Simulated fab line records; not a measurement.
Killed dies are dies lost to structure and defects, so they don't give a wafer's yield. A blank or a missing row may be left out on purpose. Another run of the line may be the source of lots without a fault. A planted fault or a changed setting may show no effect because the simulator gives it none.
What tool caused it? :: flow berkeley_cmos170 :: Sampling: 15 lots, 45 wafers, 6 of 331 route steps

== WHAT THE GAUGES SHOWED, per wafer ==
UCB170_NSD_OVL_MEAS_07.
lot: L879
measured: day 8 03:26
on: overlay-02
NSD_OVL (nm): 2 -1 -7

lot: L880
measured: day 8 03:49
on: overlay-02
NSD_OVL (nm): -2 3 4

lot: L881
measured: day 8 09:25
on: overlay-02
NSD_OVL (nm): 1 3 -1

lot: L882
measured: day 8 09:44
on: overlay-02
NSD_OVL (nm): -3 -5 0

lot: L884
measured: day 9 05:01
on: overlay-02
NSD_OVL (nm): -5 -1 2

lot: L885
measured: day 9 05:59
on: overlay-01
NSD_OVL (nm): 0 1 -3

lot: L883
measured: day 9 06:01
on: overlay-02
NSD_OVL (nm): 5 11 8

lot: L888
measured: day 10 02:57
on: overlay-02
NSD_OVL (nm): 6 -6 2

lot: L890
measured: day 10 21:07
on: overlay-02
NSD_OVL (nm): -5 -5 -6

lot: L889
measured: day 10 21:27
on: overlay-02
NSD_OVL (nm): -6 -11 -8

lot: L894
measured: day 11 08:57
on: overlay-01
NSD_OVL (nm): 0 -4 1

lot: L893
measured: day 11 13:29
on: overlay-01
NSD_OVL (nm): 0 -5 -7

lot: L897
measured: day 12 09:22
on: overlay-01
NSD_OVL (nm): 0 -5 -2

lot: L900
measured: day 12 10:25
on: overlay-02
NSD_OVL (nm): 4 9 11

lot: L901
measured: day 12 21:34
on: overlay-01
NSD_OVL (nm): -2 13 1

UCB170_CONTACT_CD_MEAS_15: the cd target is 700 nm.
lot: L879
measured: day 8 09:37
on: cd_sem-02
cd_nm (nm): 701.9 701.4 701.4

lot: L880
measured: day 8 11:46
on: cd_sem-02
cd_nm (nm): 700.7 699.9 699.6

lot: L881
measured: day 8 16:00
on: cd_sem-02
cd_nm (nm): 700.3 701.1 701.3

lot: L882
measured: day 8 16:35
on: cd_sem-02
cd_nm (nm): 701.5 701.3 701.9

lot: L884
measured: day 9 12:00
on: cd_sem-01
cd_nm (nm): 700.7 701.7 700.5

lot: L885
measured: day 9 15:58
on: cd_sem-01
cd_nm (nm): 700.0 699.5 698.9

lot: L883
measured: day 9 15:40
on: cd_sem-02
cd_nm (nm): 699.5 700.4 699.8

lot: L888
measured: day 10 09:53
on: cd_sem-02
cd_nm (nm): 698.6 698.5 699.6

lot: L890
measured: day 11 03:12
on: cd_sem-01
cd_nm (nm): 701.5 702.3 701.4

lot: L889
measured: day 11 05:05
on: cd_sem-01
cd_nm (nm): 698.9 699.9 699.7

lot: L894
measured: day 11 19:06
on: cd_sem-01
cd_nm (nm): 698.6 699.8 699.2

lot: L893
measured: day 12 00:28
on: cd_sem-01
cd_nm (nm): 700.8 700.0 700.4

lot: L897
measured: day 12 18:43
on: cd_sem-01
cd_nm (nm): 698.9 698.9 699.0

lot: L900
measured: day 12 18:50
on: cd_sem-01
cd_nm (nm): 701.5 702.0 702.4

lot: L901
measured: day 13 06:34
on: cd_sem-01
cd_nm (nm): 702.5 702.6 701.9

UCB170_CONTACT_OVL_MEAS_16.
lot: L879
measured: day 8 09:44
on: overlay-01
CONTACT_OVL (nm): -11 -5 -1

lot: L880
measured: day 8 11:53
on: overlay-02
CONTACT_OVL (nm): 1 -1 4

lot: L881
measured: day 8 16:05
on: overlay-02
CONTACT_OVL (nm): -5 -7 -11

lot: L882
measured: day 8 16:43
on: overlay-02
CONTACT_OVL (nm): 0 -5 -14

lot: L884
measured: day 9 12:07
on: overlay-01
CONTACT_OVL (nm): 6 5 -4

lot: L885
measured: day 9 16:02
on: overlay-01
CONTACT_OVL (nm): -2 -3 0

lot: L883
measured: day 9 15:47
on: overlay-02
CONTACT_OVL (nm): -3 -2 3

lot: L888
measured: day 10 09:59
on: overlay-01
CONTACT_OVL (nm): -10 -3 -2

lot: L890
measured: day 11 03:17
on: overlay-01
CONTACT_OVL (nm): 3 4 -2

lot: L889
measured: day 11 05:11
on: overlay-01
CONTACT_OVL (nm): -16 -10 -16

lot: L894
measured: day 11 19:13
on: overlay-02
CONTACT_OVL (nm): 3 -9 7

lot: L893
measured: day 12 00:34
on: overlay-01
CONTACT_OVL (nm): -4 -2 2

lot: L897
measured: day 12 18:50
on: overlay-01
CONTACT_OVL (nm): 1 -3 -1

lot: L900
measured: day 12 18:57
on: overlay-02
CONTACT_OVL (nm): -5 -10 0

lot: L901
measured: day 13 06:40
on: overlay-01
CONTACT_OVL (nm): -8 -6 -1

UCB170_M1_RS_MEAS_01: uses a four-point probe to measure.
lot: L879
measured: day 8 10:23
on: film_metro-01
M1_AL_RS (ohm/sq): 0.0492 0.0494 0.0493

lot: L880
measured: day 8 12:32
on: film_metro-01
M1_AL_RS (ohm/sq): 0.0496 0.0498 0.0501

lot: L881
measured: day 8 16:47
on: film_metro-02
M1_AL_RS (ohm/sq): 0.0496 0.0495 0.0498

lot: L882
measured: day 8 17:23
on: film_metro-01
M1_AL_RS (ohm/sq): 0.0503 0.0499 0.0498

lot: L884
measured: day 9 12:47
on: film_metro-03
M1_AL_RS (ohm/sq): 0.0491 0.0488 0.0492

lot: L885
measured: day 9 16:45
on: film_metro-02
M1_AL_RS (ohm/sq): 0.0497 0.0496 0.0494

lot: L883
measured: day 9 16:27
on: film_metro-01
M1_AL_RS (ohm/sq): 0.0496 0.0496 0.0497

lot: L888
measured: day 10 10:45
on: film_metro-01
M1_AL_RS (ohm/sq): 0.0488 0.0489 0.0495

lot: L890
measured: day 11 04:01
on: film_metro-02
M1_AL_RS (ohm/sq): 0.0525 0.0523 0.0525 0.0523 0.0527 0.0525

lot: L889
measured: day 11 05:53
on: film_metro-01
M1_AL_RS (ohm/sq): 0.0525 0.0534 0.0524 0.0525 0.0534 0.0525

lot: L894
measured: day 11 19:54
on: film_metro-02
M1_AL_RS (ohm/sq): 0.0530 0.0530 0.0531 0.0531 0.0530 0.0531

lot: L893
measured: day 12 01:14
on: film_metro-03
M1_AL_RS (ohm/sq): 0.0497 0.0499 0.0499

lot: L897
measured: day 12 19:34
on: film_metro-02
M1_AL_RS (ohm/sq): 0.0507 0.0504 0.0501

lot: L900
measured: day 12 19:46
on: film_metro-03
M1_AL_RS (ohm/sq): 0.0499 0.0502 0.0493

lot: L901
measured: day 13 07:32
on: film_metro-01
M1_AL_RS (ohm/sq): 0.0494 0.0495 0.0497

UCB170_M1_THK_MEAS_02: measures by xrf.
lot: L879
measured: day 8 10:31
on: film_metro-01
M1_AL_THK (nm): 600 598 599

lot: L880
measured: day 8 12:40
on: film_metro-01
M1_AL_THK (nm): 591 591 589

lot: L881
measured: day 8 16:53
on: film_metro-02
M1_AL_THK (nm): 593 595 591

lot: L882
measured: day 8 17:30
on: film_metro-01
M1_AL_THK (nm): 588 594 590

lot: L884
measured: day 9 12:54
on: film_metro-03
M1_AL_THK (nm): 599 601 594

lot: L885
measured: day 9 16:50
on: film_metro-02
M1_AL_THK (nm): 588 589 592

lot: L883
measured: day 9 16:34
on: film_metro-01
M1_AL_THK (nm): 593 592 591

lot: L888
measured: day 10 10:51
on: film_metro-01
M1_AL_THK (nm): 598 599 587

lot: L890
measured: day 11 07:07
on: film_metro-02
M1_AL_THK (nm): 558 561 556 560 558 562

lot: L889
measured: day 11 09:10
on: film_metro-01
M1_AL_THK (nm): 560 551 560 556 549 559

lot: L894
measured: day 11 21:44
on: film_metro-02
M1_AL_THK (nm): 554 553 555 553 552 552

lot: L893
measured: day 12 01:21
on: film_metro-03
M1_AL_THK (nm): 586 583 585

lot: L897
measured: day 12 19:41
on: film_metro-02
M1_AL_THK (nm): 588 586 592

lot: L900
measured: day 12 19:53
on: film_metro-03
M1_AL_THK (nm): 591 584 591

lot: L901
measured: day 13 07:38
on: film_metro-01
M1_AL_THK (nm): 595 593 588

== TOOL THAT RAN EACH LOT (tool first, then ch and the chambers of the sampled wafers, then the start) ==
lot: L879
UCB170_M1_SPUTTER_00: pvd_sputter-02, day 8 10:20

lot: L880
UCB170_M1_SPUTTER_00: pvd_sputter-03, day 8 12:29

lot: L881
UCB170_M1_SPUTTER_00: pvd_sputter-02, day 8 16:41

lot: L882
UCB170_M1_SPUTTER_00: pvd_sputter-01, day 8 17:19

lot: L884
UCB170_M1_SPUTTER_00: pvd_sputter-02, day 9 12:43

lot: L885
UCB170_M1_SPUTTER_00: pvd_sputter-02, day 9 16:38

lot: L883
UCB170_M1_SPUTTER_00: pvd_sputter-01, day 9 16:22

lot: L888
UCB170_M1_SPUTTER_00: pvd_sputter-03, day 10 10:39

lot: L890
UCB170_M1_SPUTTER_00: pvd_sputter-02, day 11 03:55

lot: L889
UCB170_M1_SPUTTER_00: pvd_sputter-02, day 11 05:49

lot: L894
UCB170_M1_SPUTTER_00: pvd_sputter-02, day 11 19:50

lot: L893
UCB170_M1_SPUTTER_00: pvd_sputter-01, day 12 01:10

lot: L897
UCB170_M1_SPUTTER_00: pvd_sputter-03, day 12 19:31

lot: L900
UCB170_M1_SPUTTER_00: pvd_sputter-01, day 12 19:42

lot: L901
UCB170_M1_SPUTTER_00: pvd_sputter-01, day 13 07:25
- UCB170_M1_SPUTTER_00: material Al, target thk 600 nm, time 80 s.

== AS READ BY THE TOOLS THEMSELVES (means over the sampled wafers that have a number; for cases with no such wafer, the mark the record gives instead) ==
UCB170_M1_SPUTTER_00.
lot: L879
tool: pvd_sputter-02
throttle_valve_pct (%): 29.8

lot: L880
tool: pvd_sputter-03
throttle_valve_pct (%): 30.6

lot: L881
tool: pvd_sputter-02
throttle_valve_pct (%): 29.6

lot: L882
tool: pvd_sputter-01
throttle_valve_pct (%): 29.9

lot: L884
tool: pvd_sputter-02
throttle_valve_pct (%): 31.0

lot: L885
tool: pvd_sputter-02
throttle_valve_pct (%): 29.5

lot: L883
tool: pvd_sputter-01
throttle_valve_pct (%): 30.6

lot: L888
tool: pvd_sputter-03
throttle_valve_pct (%): 29.7

lot: L890
tool: pvd_sputter-02
throttle_valve_pct (%): 29.9

lot: L889
tool: pvd_sputter-02
throttle_valve_pct (%): 30.1

lot: L894
tool: pvd_sputter-02
throttle_valve_pct (%): 30.2

lot: L893
tool: pvd_sputter-01
throttle_valve_pct (%): 29.8

lot: L897
tool: pvd_sputter-03
throttle_valve_pct (%): 30.0

lot: L900
tool: pvd_sputter-01
throttle_valve_pct (%): 30.3

lot: L901
tool: pvd_sputter-01
throttle_valve_pct (%): 30.5

== THE ANSWER, worked out from the rows above alone ==
Rule: usual is defined by the lots themselves. Put in order of their means at a reading, lots are off if they are a third of the lots or fewer, leave a main group of 4 or more, and stand apart from it by a gap of 3 or more times the standard deviation of the main group's means; of several such gaps the widest counts. A main group is skipped when, at the precision printed for the reading in the tables above, its means are all equal. Also off: a lot with no number at a reading for which 4 or more lots have one. Any other lot the step has rows for is counted as sound. After the gauges, taken in route order, come the tools' own readings; for these a lot's mean is taken, as printed above. The first step at which some lot is off is used, and at that step the reading that is off furthest; a lot without a number counts as furthest.
Off: L890, L889, L894, seen at UCB170_M1_RS_MEAS_01 (M1_AL_RS). For the main group the mean is 0.0496 ohm/sq and the standard deviation 0.00037.
If a tool, at a process step before that reading, ran all the lots that are off and no sound lot after the first of them, it fits. The gauges at UCB170_M1_RS_MEAS_01 are tried like those tools. One fits: pvd_sputter-02 at UCB170_M1_SPUTTER_00. A fault onset in the window from L885 (day 9 16:38, its last sound lot) to L890 (day 11 03:55, its first lot off) fits.

== WHAT HAD BEEN PUT IN BY THE SIMULATOR ==
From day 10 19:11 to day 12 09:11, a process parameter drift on pvd_sputter-02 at UCB170_M1_SPUTTER_00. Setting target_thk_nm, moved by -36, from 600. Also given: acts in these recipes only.
Lots struck among those shown: L890, L889, L894. The same result came from the rule above.
